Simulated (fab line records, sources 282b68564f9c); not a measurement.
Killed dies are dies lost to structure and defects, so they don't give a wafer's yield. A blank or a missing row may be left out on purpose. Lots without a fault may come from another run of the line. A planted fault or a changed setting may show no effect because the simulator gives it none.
fab line records | flow rit_cmos
record lots=14 wafers=42 last_day=7
route steps=202 shown NSD@137 M1@192
lots that met no fault: from a run of the same line without faults
start_h: hours from the record's first day to the start of the lot's first wafer shown | wait_h: hours since the lot's step before | " the same as in the row above | L1.1+2: a row that stands for several wafers | - no value, or no start given | * or withheld: withheld | < > ~ a bound
route shown NAME@n: a module of which the file shows steps, and the number in the route of the first | usual: mean/standard deviation of fault-free wafers | same: alike in all rows | chamber/n: place in a boat | sites: the reading at each site | _std_site: their standard deviation | _edge_site: outer sites' mean less inner sites' | radius_mm: how far each site lies from the wafer's centre | mask NAME#n: copy n | behind: the tool/chamber that last shaped the wafer | hold: why the lot was held/for how many hours/how that ended | device: the transistor (n, p or np) that didn't switch | end of line: the same wafers' tests at the end of the route | a step without rows: its recipe alone | killed: dies lost to structure and defects at the first sort, not the wafer's yield | map: a wafer's dies, x killed, . not, _ none there
set.NAME: the setting as run; set.NAME@STEP: as run at that earlier step | model.NAME: the simulator's own value behind a step, which no gauge read
steps of the route over a sample of lots; a table a step, a row a wafer
## steps
# step RIT_NSD_OVL_MEAS_06
# usual NSD_OVL=-0.4/1.1
# columns lot.wafer tool chamber start_h wait_h NSD_OVL[nm]
L722.1 overlay-01 - 51.84 - -0.3
L722.2 " - " " -1.5
L722.4 " - " " -0.9
L723.2 overlay-01 - 57.69 - -2.2
L723.4 " - " " -1.1
L723.5 " - " " -1.5
L724.1 overlay-02 - 64.34 - -1.7
L724.3 " - " " -1.2
L724.5 " - " " -0.1
L726.1 overlay-02 - 72.78 - 1.5
L726.3 " - " " 1.0
L726.5 " - " " -0.3
L727.4 overlay-01 - 77.45 - -1.3
L727.5 " - " " -1.5
L727.6 " - " " -0.1
L729.3 overlay-01 - 93.57 - 0.2
L729.4 " - " " 0.1
L729.6 " - " " -1.1
L730.1 overlay-01 - 97.26 - -2.6
L730.3 " - " " -2.6
L730.5 " - " " -2.0
L732.2 overlay-01 - 107.36 - -0.3
L732.4 " - " " -0.5
L732.6 " - " " -0.4
L733.2 overlay-02 - 111.00 - -1.3
L733.4 " - " " 0.3
L733.5 " - " " -1.5
L734.1 overlay-01 - 123.77 - 0.2
L734.4 " - " " -0.3
L734.5 " - " " -1.3
L736.3 overlay-02 - 131.98 - 1.7
L736.4 " - " " -0.5
L736.5 " - " " -0.6
L737.1 overlay-01 - 132.08 - -1.9
L737.3 " - " " -1.1
L737.5 " - " " -0.9
L738.2 overlay-01 - 138.72 - -0.5
L738.4 " - " " -1.6
L738.6 " - " " -1.0
L744.2 overlay-01 - 162.72 - 0.1
L744.5 " - " " 0.1
L744.6 " - " " -0.5
# step RIT_M1_DEVELOP_08
# recipe resist=NOVOLAK develop_time_s=68 dev_temp_c=23
# usual developer_temp_C=23.01/0.086
# columns lot.wafer tool chamber start_h wait_h developer_temp_C
L722.1 litho_track-02 0 59 - 22.96
L722.2 " 0 " " 22.96
L722.4 " 0 " " 22.87
L723.2 litho_track-04 0 64 - 23.10
L723.4 " 0 " " 23.00
L723.5 " 0 " " 23.01
L724.1 litho_track-02 0 71 - 22.90
L724.3 " 0 " " 23.03
L724.5 " 0 " " 22.82
L726.1 litho_track-01 0 80 - 23.05
L726.3 " 0 " " 23.01
L726.5 " 0 " " 23.08
L727.4 litho_track-01 0 84 - 23.02
L727.5 " 0 " " 23.12
L727.6 " 0 " " 22.97
L729.3 litho_track-04 0 100 - 22.90
L729.4 " 0 " " 22.93
L729.6 " 0 " " 23.02
L730.1 litho_track-02 0 104 - 22.96
L730.3 " 0 " " 23.10
L730.5 " 0 " " 23.06
L732.2 litho_track-01 0 114 - 23.04
L732.4 " 0 " " 23.14
L732.6 " 0 " " 23.09
L733.2 litho_track-02 0 118 - 23.06
L733.4 " 0 " " 22.87
L733.5 " 0 " " 22.99
L734.1 litho_track-04 0 130 - 23.10
L734.4 " 0 " " 23.07
L734.5 " 0 " " 23.05
L736.3 litho_track-04 0 139 - 22.25
L736.4 " 0 " " 22.18
L736.5 " 0 " " 22.24
L737.1 litho_track-04 0 140 - 22.28
L737.3 " 0 " " 22.35
L737.5 " 0 " " 22.27
L738.2 litho_track-01 0 145 - 22.97
L738.4 " 0 " " 23.10
L738.6 " 0 " " 22.93
L744.2 litho_track-02 0 170 - 23.01
L744.5 " 0 " " 22.90
L744.6 " 0 " " 22.93
# step RIT_M1_BOW_MEAS_16
# recipe mode=bow
# usual M1_BOW=17/7.3
# columns lot.wafer tool chamber start_h wait_h M1_BOW[um]
L722.1 film_metro-01 - 62.04 0.0 27
L722.2 " - " " 9
L722.4 " - " " 9
L723.2 film_metro-01 - 67.54 0.0 21
L723.4 " - " " 9
L723.5 " - " " 12
L724.1 film_metro-01 - 74.17 0.0 23
L724.3 " - " " -2
L724.5 " - " " 25
L726.1 film_metro-01 - 83.70 0.0 27
L726.3 " - " " 14
L726.5 " - " " 28
L727.4 film_metro-04 - 92.25 0.1 12
L727.5 " - " " 18
L727.6 " - " " 17
L729.3 film_metro-03 - 106.30 0.0 11
L729.4 " - " " 20
L729.6 " - " " 18
L730.1 film_metro-01 - 107.76 0.0 26
L730.3 " - " " 29
L730.5 " - " " 21
L732.2 film_metro-04 - 118.34 0.0 19
L732.4 " - " " 26
L732.6 " - " " 16
L733.2 film_metro-04 - 122.39 0.0 20
L733.4 " - " " 23
L733.5 " - " " 14
L734.1 film_metro-01 - 133.85 0.0 11
L734.4 " - " " 12
L734.5 " - " " 27
L737.1 film_metro-01 - 143.55 0.0 10
L737.3 " - " " 12
L737.5 " - " " 22
L736.3 film_metro-03 - 143.59 0.0 4
L736.4 " - " " 9
L736.5 " - " " 8
L738.2 film_metro-03 - 148.54 0.0 18
L738.4 " - " " 15
L738.6 " - " " 18
L744.2 film_metro-01 - 172.84 0.0 14
L744.5 " - " " 22
L744.6 " - " " 25
# step RIT_M1_PROBE_99
# usual defect_limited_yield=97.5/1.2 killed_at_contacts=0.1/0.23 killed_at_front_end=7/3 killed_dies=7/3.1 killed_open=3.3/2.1 killed_short=3.3/2 sort_bin_3_pad_short=0.1/0.22 sort_bin_5_function=1.4/0.8 sort_bin_6_memory=1.0/0.65 sort_n_pass=257/3.1 sort_yield_pct=97.5/1.2
# same gross_dies=264 killed_at_M0_to_M3=0 killed_at_M4_up=0 killed_at_back_side=0 killed_at_other=0
# columns lot.wafer tool chamber start_h wait_h defect_limited_yield[%] killed_at_contacts killed_at_front_end killed_dies killed_open killed_short sort_bin_3_pad_short[%] sort_bin_5_function[%] sort_bin_6_memory[%] sort_n_pass sort_yield_pct[%]
L722.1 prober-01 - 62.16 0.1 97.7 0 6 6 3 3 0 1.9 0.4 258 97.7
L722.2 prober-01 - 62.21 0.1 98.9 0 3 3 1 2 0 0.8 0.4 261 98.9
L722.4 prober-01 - 62.31 0.2 97.3 0 7 7 4 3 0 1.5 1.1 257 97.3
L723.2 prober-02 - 67.69 0.1 97.7 0 6 6 3 3 0 1.1 1.1 258 97.7
L723.4 prober-02 - 67.79 0.2 97.3 1 6 7 4 3 0.4 1.1 1.1 257 97.3
L723.5 prober-02 - 67.84 0.2 97.7 0 6 6 2 4 0 1.9 0.4 258 97.7
L724.1 prober-01 - 74.29 0.1 95.5 0 12 12 3 9 0 3.8 0.8 252 95.5
L724.3 prober-01 - 74.39 0.2 97.7 0 6 6 1 5 0 1.1 1.1 258 97.7
L724.5 prober-01 - 74.49 0.2 95.8 0 11 11 7 4 0 2.3 1.9 253 95.8
L726.1 prober-01 - 83.82 0.1 97.0 0 8 8 2 6 0 2.3 0.8 256 97.0
L726.3 prober-01 - 83.92 0.2 96.6 0 9 9 3 6 0.4 1.5 1.5 255 96.6
L726.5 prober-01 - 84.02 0.2 95.8 0 11 11 5 6 0.4 1.9 1.9 253 95.8
L727.4 prober-02 - 92.46 0.2 93.9 1 15 16 9 7 0.4 4.5 1.1 248 93.9
L727.5 prober-02 - 92.51 0.2 95.8 0 11 11 9 2 0 2.7 1.5 253 95.8
L727.6 prober-02 - 92.56 0.2 98.5 0 4 4 2 2 0 0.4 1.1 260 98.5
L729.3 prober-02 - 106.48 0.2 96.6 0 9 9 5 4 0 1.9 1.5 255 96.6
L729.4 prober-02 - 106.53 0.2 98.5 0 4 4 3 1 0 0.8 0.8 260 98.5
L729.6 prober-02 - 106.63 0.2 97.7 0 6 6 4 2 0 1.9 0.4 258 97.7
L730.1 prober-01 - 107.88 0.1 98.1 0 5 5 2 3 0.4 0.8 0.8 259 98.1
L730.3 prober-01 - 107.98 0.2 97.3 0 7 7 2 5 0 1.1 1.5 257 97.3
L730.5 prober-01 - 108.08 0.2 97.7 0 6 6 2 4 0 1.9 0.4 258 97.7
L732.2 prober-02 - 118.49 0.1 97.3 0 7 7 5 2 0.4 1.5 0.8 257 97.3
L732.4 prober-02 - 118.59 0.2 98.9 0 3 3 0 3 0.4 0.4 0.4 261 98.9
L732.6 prober-02 - 118.69 0.2 98.5 0 4 4 4 0 0 1.5 0 260 98.5
L733.2 prober-02 - 122.54 0.1 97.0 0 8 8 4 4 0 1.5 1.5 256 97.0
L733.4 prober-02 - 122.64 0.2 97.7 0 6 6 3 3 0 1.5 0.8 258 97.7
L733.5 prober-02 - 122.69 0.2 97.7 0 6 6 5 1 0 1.1 1.1 258 97.7
L734.1 prober-01 - 133.97 0.1 99.2 0 2 2 1 1 0 0.8 0 262 99.2
L734.4 prober-01 - 134.12 0.2 97.0 0 8 8 3 5 0 0.8 2.3 256 97.0
L734.5 prober-01 - 134.17 0.2 98.1 0 5 5 1 4 0 0.4 1.5 259 98.1
L737.1 prober-02 - 143.67 0.1 97.7 0 6 6 1 5 0 0.8 1.5 258 97.7
L737.3 prober-02 - 143.77 0.2 97.0 0 8 8 5 3 0.4 2.3 0.4 256 97.0
L737.5 prober-02 - 143.87 0.2 95.8 0 11 11 7 4 0 1.5 2.7 253 95.8
L736.3 prober-01 - 143.77 0.2 98.1 1 4 5 4 1 0 0.8 1.1 259 98.1
L736.4 prober-01 - 143.82 0.2 99.2 0 2 2 0 2 0 0.4 0.4 262 99.2
L736.5 prober-01 - 143.87 0.2 97.3 0 7 7 5 2 0 1.1 1.5 257 97.3
L738.2 prober-01 - 148.69 0.1 98.5 0 4 4 2 2 0 0.4 1.1 260 98.5
L738.4 prober-01 - 148.79 0.2 97.3 0 7 7 4 3 0 1.9 0.8 257 97.3
L738.6 prober-01 - 148.89 0.2 97.7 0 6 6 3 3 0 1.1 1.1 258 97.7
L744.2 prober-01 - 172.99 0.1 99.6 0 1 1 1 0 0 0 0.4 263 99.6
L744.5 prober-01 - 173.14 0.2 97.3 0 7 7 6 1 0 1.5 1.1 257 97.3
L744.6 prober-01 - 173.19 0.2 98.1 0 5 5 3 2 0.4 0.8 0.8 259 98.1
# killed by level:class
L722.1 SILICIDE:geometric_particle:short=2 FOX1:geometric_particle:open=1 GATE:geometric_particle:short=1 GATE:geometric_particle:open=1 SILICIDE:geometric_particle:open=1
L722.2 FOX2:geometric_particle:short=1 GATE:geometric_particle:short=1 REOX:geometric_particle:open=1
L722.4 SILICIDE:geometric_particle:open=2 FOX1:geometric_particle:open=1 FOX2:geometric_particle:short=1 GATE:geometric_particle:open=1 REOX:geometric_particle:short=1 SPACER:geometric_particle:short=1
L723.2 FOX1:geometric_particle:open=2 FOX1:geometric_particle:short=1 FOX2:geometric_particle:short=1 GATE:geometric_particle:open=1 SPACER:geometric_particle:short=1
L723.4 GATE:geometric_particle:open=4 SPACER:geometric_particle:short=2 CONTACT:geometric_particle:short=1
L723.5 SILICIDE:geometric_particle:open=2 FOX1:geometric_particle:short=1 FOX2:geometric_particle:short=1 GATE:geometric_particle:short=1 SILICIDE:geometric_particle:short=1
L724.1 REOX:geometric_particle:short=3 GATE:geometric_particle:open=2 GATE:geometric_particle:short=2 SPACER:geometric_particle:short=2 FOX1:geometric_particle:short=1 REOX:geometric_particle:open=1 SILICIDE:geometric_particle:short=1
L724.3 GATE:geometric_particle:short=3 FOX1:geometric_particle:short=2 SILICIDE:geometric_particle:open=1
L724.5 GATE:geometric_particle:short=3 SILICIDE:geometric_particle:open=3 SPACER:geometric_particle:open=2 FOX1:geometric_particle:open=1 FOX2:geometric_particle:open=1 SPACER:geometric_particle:short=1
L726.1 GATE:geometric_particle:short=4 ACTIVE:geometric_particle:open=1 REOX:geometric_particle:short=1 SPACER:geometric_particle:short=1 SILICIDE:geometric_particle:open=1
L726.3 GATE:geometric_particle:short=3 REOX:geometric_particle:short=2 FOX1:geometric_particle:short=1 GATE:geometric_particle:open=1 SPACER:geometric_particle:open=1 SILICIDE:geometric_particle:open=1
L726.5 FOX1:geometric_particle:open=4 GATE:geometric_particle:short=2 SILICIDE:geometric_particle:short=2 FOX1:geometric_particle:short=1 GATE:geometric_particle:open=1 SPACER:geometric_particle:short=1
L727.4 FOX2:geometric_particle:open=4 SILICIDE:geometric_particle:open=4 REOX:geometric_particle:short=2 SILICIDE:geometric_particle:short=2 FOX2:geometric_particle:short=1 GATE:geometric_particle:short=1 GATE:geometric_particle:open=1 CONTACT:geometric_particle:short=1
L727.5 REOX:geometric_particle:open=4 FOX1:geometric_particle:open=3 SILICIDE:geometric_particle:open=2 FOX1:geometric_particle:short=1 SILICIDE:geometric_particle:short=1
L727.6 FOX1:geometric_particle:open=2 FOX1:geometric_particle:short=1 FOX2:geometric_particle:short=1
L729.3 REOX:geometric_particle:open=4 GATE:geometric_particle:short=2 SILICIDE:geometric_particle:short=2 SILICIDE:geometric_particle:open=1
L729.4 GATE:geometric_particle:open=2 SPACER:geometric_particle:short=1 SILICIDE:geometric_particle:open=1
L729.6 REOX:geometric_particle:open=2 GATE:geometric_particle:short=1 SPACER:geometric_particle:open=1 SPACER:geometric_particle:short=1 SILICIDE:geometric_particle:open=1
L730.1 FOX1:geometric_particle:short=1 FOX1:geometric_particle:open=1 GATE:geometric_particle:short=1 REOX:geometric_particle:short=1 REOX:geometric_particle:open=1
L730.3 REOX:geometric_particle:short=2 FOX1:geometric_particle:short=1 FOX2:geometric_particle:short=1 REOX:geometric_particle:open=1 SPACER:geometric_particle:short=1 SPACER:geometric_particle:open=1
L730.5 FOX1:geometric_particle:short=2 FOX1:geometric_particle:open=1 GATE:geometric_particle:short=1 SPACER:geometric_particle:open=1 SPACER:geometric_particle:short=1
L732.2 FOX1:geometric_particle:open=2 GATE:geometric_particle:open=2 FOX1:geometric_particle:short=1 GATE:geometric_particle:short=1 SPACER:geometric_particle:open=1
L732.4 FOX1:geometric_particle:short=1 GATE:geometric_particle:short=1 SILICIDE:geometric_particle:short=1
L732.6 FOX2:geometric_particle:open=2 REOX:geometric_particle:open=1 SPACER:geometric_particle:open=1
L733.2 GATE:geometric_particle:short=3 REOX:geometric_particle:open=2 FOX1:geometric_particle:open=1 REOX:geometric_particle:short=1 SPACER:geometric_particle:open=1
L733.4 FOX1:geometric_particle:open=2 FOX1:geometric_particle:short=1 GATE:geometric_particle:open=1 GATE:geometric_particle:short=1 SPACER:geometric_particle:short=1
L733.5 GATE:geometric_particle:open=2 FOX1:geometric_particle:open=1 REOX:geometric_particle:open=1 SPACER:geometric_particle:open=1 SILICIDE:geometric_particle:short=1
L734.1 FOX2:geometric_particle:short=1 GATE:geometric_particle:open=1
L734.4 GATE:geometric_particle:short=3 GATE:geometric_particle:open=2 REOX:geometric_particle:short=2 REOX:geometric_particle:open=1
L734.5 GATE:geometric_particle:short=2 FOX2:geometric_particle:short=1 FOX2:geometric_particle:open=1 SPACER:geometric_particle:short=1
L737.1 REOX:geometric_particle:short=2 SILICIDE:geometric_particle:short=2 FOX1:geometric_particle:short=1 REOX:geometric_particle:open=1
L736.3 FOX2:geometric_particle:open=1 GATE:geometric_particle:open=1 REOX:geometric_particle:open=1 REOX:geometric_particle:short=1 CONTACT:geometric_particle:open=1
L737.3 GATE:geometric_particle:short=3 GATE:geometric_particle:open=2 FOX2:geometric_particle:open=1 REOX:geometric_particle:open=1 SILICIDE:geometric_particle:open=1
L736.4 GATE:geometric_particle:short=1 REOX:geometric_particle:short=1
L736.5 REOX:geometric_particle:open=2 FOX2:geometric_particle:open=1 GATE:geometric_particle:short=1 GATE:geometric_particle:open=1 SPACER:geometric_particle:short=1 SPACER:geometric_particle:open=1
L737.5 REOX:geometric_particle:open=3 GATE:geometric_particle:open=2 REOX:geometric_particle:short=2 SILICIDE:geometric_particle:open=2 FOX2:geometric_particle:short=1 GATE:geometric_particle:short=1
L738.2 FOX2:geometric_particle:short=1 GATE:geometric_particle:short=1 GATE:geometric_particle:open=1 SPACER:geometric_particle:open=1
L738.4 GATE:geometric_particle:short=3 SPACER:geometric_particle:open=2 FOX1:geometric_particle:open=1 GATE:geometric_particle:open=1
L738.6 FOX1:geometric_particle:open=3 FOX1:geometric_particle:short=1 SPACER:geometric_particle:short=1 SILICIDE:geometric_particle:short=1
L744.2 FOX1:geometric_particle:open=1
L744.5 FOX2:geometric_particle:open=2 FOX2:geometric_particle:short=1 GATE:geometric_particle:open=1 REOX:geometric_particle:open=1 SPACER:geometric_particle:open=1 SILICIDE:geometric_particle:open=1
L744.6 FOX1:geometric_particle:open=1 FOX1:geometric_particle:short=1 FOX2:geometric_particle:short=1 GATE:geometric_particle:open=1 SILICIDE:geometric_particle:open=1
## key
first_sign step=RIT_M1_DEVELOP_08 reading=developer_temp_C direction=down sigmas=8.7 usual=* struck=*
effect none on later readings
met_at RIT_M1_DEVELOP_08
struck_lots L736,L737
not_acting_at RIT_NSD_OVL_MEAS_06,RIT_M1_BOW_MEAS_16
fault kind=process_parameter_drift tool=litho_track-04 chamber=- onset_h=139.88 steps=RIT_M1_DEVELOP_08 channel=dev_temp_c offset=* shape=step end_h=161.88 acts_in=* stated=*
